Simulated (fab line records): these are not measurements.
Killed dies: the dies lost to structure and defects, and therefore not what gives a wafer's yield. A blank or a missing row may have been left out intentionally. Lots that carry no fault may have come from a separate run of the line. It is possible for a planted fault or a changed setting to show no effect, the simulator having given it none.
Lot-split experiment + flow rit cmos + 23 wafers read from 5 lots, route of 202 steps

## ABOUT THE SPLIT
At RIT_M1_SPUTTER_00 (material Al, target thk 400 nm, time 500 s), the setting time s was moved away from the recipe's 500 s on 6 of the 23 wafers read, by -14.6% to +10.6%. The other wafers ran this setting at the recipe's value.

## FROM THE SPLIT TO THE READING: what the file shows between them, 6 steps
- RIT_M1_RS_MEAS_01: measures by four-point-probe
- RIT_M1_THK_MEAS_02: measures by xrf
- RIT_M1_EXPOSE_06: exposes mask M12, target cd 2600 nm (also split here: dose mj)
- RIT_M1_DEVELOP_08: develop time 68 s (also split here: develop time s)
- RIT_M1_CD_MEAS_09: target cd 2600 nm
- RIT_M1_HARDBAKE_11: time 120 s

## THE READING
oes product au, in a.u., at RIT_M1_METAL_ETCH_12 (etches Al in Cl2/BCl3, stops on SiO2, time 165 s, target depth 600 nm). Fault-free wafers of this fab line usually give 0.781 a.u., standard deviation 0.012 a.u.

| wafer  | tool, chamber at the split | time s as run, s | against the recipe | oes product au, a.u. | against lot-mates on the recipe |
|--------|----------------------------|------------------|--------------------|----------------------|---------------------------------|
| L074.1 | pvd sputter-04, -          | 466.3            | -6.7%              | 0.751                | -0.031                          |
| L074.2 | pvd sputter-04, -          | 500              | recipe             | 0.793                | -                               |
| L074.4 | pvd sputter-04, -          | 500              | recipe             | 0.779                | -                               |
| L074.5 | pvd sputter-04, -          | 466.3            | -6.7%              | 0.751                | -0.031                          |
| L074.6 | pvd sputter-04, -          | 500              | recipe             | 0.774                | -                               |
| L075.1 | pvd sputter-03, -          | 553.2            | +10.6%             | 0.832                | +0.043                          |
| L075.2 | pvd sputter-03, -          | 500              | recipe             | 0.785                | -                               |
| L075.3 | pvd sputter-03, -          | 553.2            | +10.6%             | 0.838                | +0.049                          |
| L075.4 | pvd sputter-03, -          | 500              | recipe             | 0.785                | -                               |
| L075.6 | pvd sputter-03, -          | 500              | recipe             | 0.797                | -                               |
| L078.1 | pvd sputter-04, -          | 500              | recipe             | 0.777                | -                               |
| L078.3 | pvd sputter-04, -          | 500              | recipe             | 0.787                | -                               |
| L078.4 | pvd sputter-04, -          | 500              | recipe             | 0.779                | -                               |
| L078.5 | pvd sputter-04, -          | 500              | recipe             | 0.764                | -                               |
| L078.6 | pvd sputter-04, -          | 500              | recipe             | 0.787                | -                               |
| L080.1 | pvd sputter-04, -          | 500              | recipe             | 0.775                | -                               |
| L080.2 | pvd sputter-04, -          | 426.9            | -14.6%             | 0.728                | -0.058                          |
| L080.3 | pvd sputter-04, -          | 500              | recipe             | 0.794                | -                               |
| L080.5 | pvd sputter-04, -          | 500              | recipe             | 0.789                | -                               |
| L080.6 | pvd sputter-04, -          | 426.9            | -14.6%             | 0.729                | -0.057                          |
| L085.2 | pvd sputter-03, -          | 500              | recipe             | 0.775                | -                               |
| L085.3 | pvd sputter-03, -          | 500              | recipe             | 0.757                | -                               |
| L085.6 | pvd sputter-03, -          | 500              | recipe             | 0.760                | -                               |

FIT RESULTS
A straight line over all 23 wafers: oes product au changes by +0.00416 a.u. for each +1% of time s; r = +0.91; the points scatter about the line by 0.011 a.u.
The same after taking each lot's own level away (the mean of its wafers on the recipe; 23 wafers): +0.00414 a.u. for each +1%; r = +0.96; scatter 0.0072 a.u.
According to that fit, moving time s by its largest amount changes the reading by 0.06 a.u.
From 0.7640 to 0.7890 a.u.: that is the span of the lots' own levels, equal to 2.1 times the standard deviation above.
So the lot-to-lot level changes the slope little: the two slopes agree.
Check: for one of the wafers moved furthest among these (-14.6%), held out of the fit, the line's prediction against its lot-mates is -0.0613 a.u. Against them it came out at -0.058 a.u.

## OTHER SPLITS APPLIED TO THESE WAFERS
Other splits were also applied to these wafers ahead of the reading. Each is held against what the fit with the lots' levels taken away leaves over:
| other split on the same wafers   | wafers away from the commonest value | r with oes product au (lot level and that fit taken away) |
|----------------------------------|--------------------------------------|-----------------------------------------------------------|
| RIT_SDANNEAL_RTA_03 time s       | 7                                    | -0.19                                                     |
| RIT_CONTACT_CVD_00 time s        | 9                                    | -0.10                                                     |
| RIT_CONTACT_COAT_03 spin rpm     | 7                                    | -0.03                                                     |
| RIT_M1_EXPOSE_06 dose mj         | 5                                    | +0.12                                                     |
| RIT_M1_DEVELOP_08 develop time s | 8                                    | -0.12                                                     |

## THE WHOLE CHAIN: every reading that the file lists as answering this split, in the file's order
| step                 | what it does                                                          | reading                                                                     | change (the file's fit)                   | r (the file's) |
|----------------------|-----------------------------------------------------------------------|-----------------------------------------------------------------------------|-------------------------------------------|----------------|
| RIT_M1_SPUTTER_00    | material Al, target thk 400 nm, time 500 s                            | Al_of_M1_SPUTTER_00.thk nm (the simulator's own value, which no gauge read) | +3.91 nm for each +1% of the setting      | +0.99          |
| RIT_M1_RS_MEAS_01    | measures by four-point-probe                                          | M1_AL_RS                                                                    | -0.000792 for each +1% of the setting     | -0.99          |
| RIT_M1_THK_MEAS_02   | measures by xrf                                                       | M1_AL_THK                                                                   | +3.98 for each +1% of the setting         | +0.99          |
| RIT_M1_METAL_ETCH_12 | etches Al in Cl2/BCl3, stops on SiO2, time 165 s, target depth 600 nm | oes product au                                                              | +0.00416 a.u. for each +1% of the setting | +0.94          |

## THE FILE'S OWN FIT
oes product au changes by +0.00416 a.u. for each +1% of time s, r = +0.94.
